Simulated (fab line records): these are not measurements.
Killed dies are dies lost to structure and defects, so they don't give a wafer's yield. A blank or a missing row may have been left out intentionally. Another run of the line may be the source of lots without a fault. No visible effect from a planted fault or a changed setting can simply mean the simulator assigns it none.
Split-lot study + flow berkeley-cmos170 + on a route of 331 steps: 5 lots, 23 wafers read

ABOUT THE SPLIT
At UCB170_ACTIVE_COAT_08 (resist thk 900 nm), the setting resist-thk-nm was moved away from the recipe's 900 nm on 10 of the 23 wafers read, by -5.7% to +5.9%. For the rest of the wafers, this setting stayed at what the recipe calls for.

FROM THE SPLIT TO THE READING: what the file shows between them, 7 steps
- UCB170_ACTIVE_SOFTBAKE_09: time 60 s
- UCB170_ACTIVE_EXPOSE_10: exposes mask ACTIVE, target cd 1200 nm
- UCB170_ACTIVE_PEB_11
- UCB170_ACTIVE_DEVELOP_12: develop time 45 s
- UCB170_ACTIVE_CD_MEAS_13: target cd 1200 nm
- UCB170_ACTIVE_ETCH_15: etches Si3N4 in CH3F/Ar/O2, stops on SiO2, target depth 242 nm, time 151 s
- UCB170_ACTIVE_STRIP_16: strips in O2

THE READING
At UCB170_ACTIVE_CD_MEAS_90: cd-nm in nanometres, against a target cd of 1200 nm. Fault-free wafers of this fab line usually give 1199.9 nm, standard deviation 1.2 nm.

| wafer  | tool, chamber at the split | resist-thk-nm as run, nm | against the recipe | cd-nm, nm | against lot-mates on the recipe |
|--------|----------------------------|--------------------------|--------------------|-----------|---------------------------------|
| L074.1 | litho-track-04, 0          | 952.7                    | +5.9%              | 1201.8    | +2.7                            |
| L074.2 | litho-track-04, 0          | 900                      | recipe             | 1199.3    | -                               |
| L074.3 | litho-track-04, 0          | 900                      | recipe             | 1199.1    | -                               |
| L074.5 | litho-track-04, 0          | 900                      | recipe             | 1198.9    | -                               |
| L074.6 | litho-track-04, 0          | 952.7                    | +5.9%              | 1201.9    | +2.8                            |
| L076.2 | litho-track-03, 0          | 900                      | recipe             | 1201.4    | -                               |
| L076.3 | litho-track-03, 0          | 952.6                    | +5.8%              | 1205.8    | +4.7                            |
| L076.4 | litho-track-03, 0          | 952.6                    | +5.8%              | 1204.7    | +3.6                            |
| L076.5 | litho-track-03, 0          | 952.6                    | +5.8%              | 1204.5    | +3.4                            |
| L076.6 | litho-track-03, 0          | 900                      | recipe             | 1200.7    | -                               |
| L078.1 | litho-track-03, 0          | 848.5                    | -5.7%              | 1196.5    | -2.8                            |
| L078.2 | litho-track-03, 0          | 900                      | recipe             | 1200.1    | -                               |
| L078.4 | litho-track-03, 0          | 848.5                    | -5.7%              | 1197.1    | -2.2                            |
| L078.5 | litho-track-03, 0          | 900                      | recipe             | 1199.5    | -                               |
| L078.6 | litho-track-03, 0          | 900                      | recipe             | 1198.3    | -                               |
| L081.1 | litho-track-04, 0          | 944.3                    | +4.9%              | 1201.6    | +2.0                            |
| L081.2 | litho-track-04, 0          | 944.3                    | +4.9%              | 1201.0    | +1.5                            |
| L081.3 | litho-track-04, 0          | 900                      | recipe             | 1199.8    | -                               |
| L081.5 | litho-track-04, 0          | 900                      | recipe             | 1199.3    | -                               |
| L081.6 | litho-track-04, 0          | 944.3                    | +4.9%              | 1201.1    | +1.5                            |
| L082.2 | litho-track-03, 0          | 900                      | recipe             | 1198.8    | -                               |
| L082.4 | litho-track-03, 0          | 900                      | recipe             | 1200.2    | -                               |
| L082.6 | litho-track-03, 0          | 900                      | recipe             | 1200.0    | -                               |

FIT RESULTS
A straight line over all 23 wafers: cd-nm changes by +0.563 nm for each +1% of resist-thk-nm; r = +0.86; the points scatter about the line by 1.2 nm.
The same after taking each lot's own level away (the mean of its wafers on the recipe; 23 wafers): +0.495 nm for each +1%; r = +0.93; scatter 0.69 nm.
Per that fit: largest resist-thk-nm move, reading shift of 2.9 nm.
Across the lots, their own levels run from 1199.10 to 1201.05 nm, a range of 1.6 times the standard deviation given above.
Hence the slope depends on the lot-to-lot level, as the two fits are not the same.
Check: +2.99 nm against its lot-mates is what the line predicts for one of the wafers moved furthest among these (+5.9%) when that wafer is left out of the fit. Against them it came out at +2.7 nm.

OTHER SPLITS ON THESE WAFERS
These wafers also went through other splits before the reading. Each is held against what the fit with the lots' levels taken away leaves over:
| other split on the same wafers          | wafers away from the commonest value | r with cd-nm (lot level and that fit taken away) |
|-----------------------------------------|--------------------------------------|--------------------------------------------------|
| UCB170_PWELL_CVD_05 time-s              | 15                                   | -0.38                                            |
| UCB170_WELLDRIVE_OXIDATION_01 ox-time-s | 10                                   | -0.55                                            |

THE WHOLE CHAIN: every reading that the file lists as answering this split, in the file's order
| step                     | what it does                                                               | reading                                                                       | change (the file's fit)               | r (the file's) |
|--------------------------|----------------------------------------------------------------------------|-------------------------------------------------------------------------------|---------------------------------------|----------------|
| UCB170_ACTIVE_COAT_08    | resist thk 900 nm                                                          | KrF_of_ACTIVE_COAT_08.thk-nm (the simulator's own value, which no gauge read) | +9.05 nm for each +1% of the setting  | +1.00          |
| UCB170_ACTIVE_CD_MEAS_13 | target cd 1200 nm                                                          | cd-nm                                                                         | +0.487 nm for each +1% of the setting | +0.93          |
| UCB170_ACTIVE_ETCH_15    | etches Si3N4 in CH3F/Ar/O2, stops on SiO2, target depth 242 nm, time 151 s | KrF_of_ACTIVE_COAT_08.thk-nm (the simulator's own value, which no gauge read) | +8.94 nm for each +1% of the setting  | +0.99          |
| UCB170_ACTIVE_STRIP_16   | strips in O2                                                               | strip-time-to-endpoint-s                                                      | withheld for each +1% of the setting  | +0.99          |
| UCB170_ACTIVE_CD_MEAS_90 | target cd 1200 nm                                                          | cd-nm                                                                         | +0.492 nm for each +1% of the setting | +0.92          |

FILE'S OWN FIT
cd-nm changes by +0.492 nm for each +1% of resist-thk-nm, r = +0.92.
